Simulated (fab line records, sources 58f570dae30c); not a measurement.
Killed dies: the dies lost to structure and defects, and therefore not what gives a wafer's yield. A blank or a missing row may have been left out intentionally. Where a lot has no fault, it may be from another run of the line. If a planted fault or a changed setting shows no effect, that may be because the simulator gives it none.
Which tool is to blame?    flow berkeley_cmos170    21 wafers sampled from 7 lots at 1 step of a route of 331

== WHAT THE GAUGES SHOWED, per wafer ==
UCB170_PFIELD_OVL_MEAS_06.
lot   measured     on          PFIELD_OVL (nm)
L500  day 5 03:50  overlay-02  0 0 3
L503  day 5 17:43  overlay-01  -6 -2 -4
L510  day 7 01:19  overlay-02  2 -3 2
L513  day 8 01:44  overlay-01  2 -6 -5
L514  day 8 07:04  overlay-02  5 4 6
L516  day 8 14:16  overlay-02  0 -7 -3
L520  day 9 11:10  overlay-01  7 4 0

== TOOL THAT RAN EACH LOT (tool first, then ch and the chambers of the sampled wafers, then the start) ==
The record holds no process step before these readings.

== THE ANSWER, worked out from the rows above alone ==
Rule: the usual values come from the lots themselves. Put in order of their means at a reading, lots are off if they are a third of the lots or fewer, leave a main group of 4 or more, and stand apart from it by a gap of 3 or more times the standard deviation of the main group's means; of several such gaps the widest counts. A main group whose means are all the same, to the digits that the tables above print for the reading, isn't used. A lot without any number at a reading at which 4 lots or more have one is off too. Where the step has rows for the other lots, those lots are counted as sound.
None of the lots is off at any reading shown; this tells nothing.

== WHAT THE SIMULATOR HAD INSERTED ==
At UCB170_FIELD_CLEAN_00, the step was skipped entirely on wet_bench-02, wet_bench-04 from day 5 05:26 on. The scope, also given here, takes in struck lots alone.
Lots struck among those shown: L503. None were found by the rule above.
